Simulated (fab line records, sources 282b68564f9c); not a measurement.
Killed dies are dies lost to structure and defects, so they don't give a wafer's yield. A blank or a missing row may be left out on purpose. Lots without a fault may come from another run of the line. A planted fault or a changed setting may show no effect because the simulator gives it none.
A struck lot beside a sound one | flow rit_cmos | 14 steps out of a route of 202
Sound: wafers L181.2, L181.3, L181.5. Struck: wafers L185.2, L185.5, L185.6. The cause comes at the end.
At each step with rows: each side's tool, then ch and its chambers, then its first start. Under that, the readings that differ: sound wafers | struck wafers | difference of the means | sigmas: that difference in standard deviations of wafers without a fault.
alike: readings whose means differ by less than 2 such deviations, and words and numbers that are the same on both sides. not compared: withheld readings, readings that some wafer has no value for, bounds like >300 that may hide the same value, and numbers for which the record gives no deviation and whose values overlap.
The two part at a step that has a row with sigmas, a row that says differs or no value, or rows on one side only. Numbers that don't overlap but have no deviation are shown without sigmas and don't part them. A reading that every wafer of one side lacks parts them only if that side has two wafers or more.

RIT_ACTIVE_BOW_MEAS_00:
  sound on film_metro-03, day 1 15:01; struck on film_metro-04, day 2 11:01
  alike: INCOMING_BOW
then, 1 step without rows for these wafers: RIT_ACTIVE_OXIDATION_01 (target thk 46.8 nm, ox time 3360 s).
RIT_ACTIVE_THK_MEAS_02:
  sound on film_metro-02, day 1 17:05; struck on film_metro-04, day 2 13:04
  alike: ACTIVE_OXIDE_THK
then, 1 step without rows for these wafers: RIT_ACTIVE_CVD_03 (deposits Si3N4 from SiH2Cl2/NH3, target thk 150 nm, time 1500 s).
RIT_ACTIVE_THK_MEAS_04:
  sound on film_metro-02, day 1 18:34; struck on film_metro-02, day 2 14:32
  alike: ACTIVE_NITRIDE_THK
then, 5 steps without rows for these wafers: RIT_ACTIVE_HMDS_05 (prime time 60 s); RIT_ACTIVE_COAT_06 (resist thk 1000 nm); RIT_ACTIVE_SOFTBAKE_07 (time 60 s); RIT_ACTIVE_EXPOSE_08 (exposes mask M1, target cd 1400 nm); RIT_ACTIVE_PEB_09.
RIT_ACTIVE_DEVELOP_10: develop time 50 s.
  sound on litho_track-01 ch 0, day 1 19:00; struck on litho_track-01 ch 0, day 2 15:00
  alike: resist_line_temp_C
RIT_ACTIVE_CD_MEAS_11: target cd 1400 nm.
  sound on cd_sem-01, day 1 19:37; struck on cd_sem-02, day 2 15:35
  reading    | sound                | struck               | difference | sigmas
  cd_nm (nm) | 1399.3 1399.9 1398.2 | 1408.4 1411.5 1406.7 | +9.7       | +4
then, 1 step without rows for these wafers: RIT_ACTIVE_HARDBAKE_12 (time 60 s).
RIT_M1_PROBE_99:
  sound on prober-01, day 3 18:02; struck on prober-02, day 4 13:26
  reading            | sound | struck | difference | sigmas
  killed_at_M0_to_M3 | 0 0 0 | 0 0 1  | +0         | +2
  alike: killed_at_front_end, killed_dies, killed_open, killed_short

WHERE THEY PART
First at RIT_ACTIVE_CD_MEAS_11; last, within this record, at RIT_M1_PROBE_99.

WHY: what the simulator had put in
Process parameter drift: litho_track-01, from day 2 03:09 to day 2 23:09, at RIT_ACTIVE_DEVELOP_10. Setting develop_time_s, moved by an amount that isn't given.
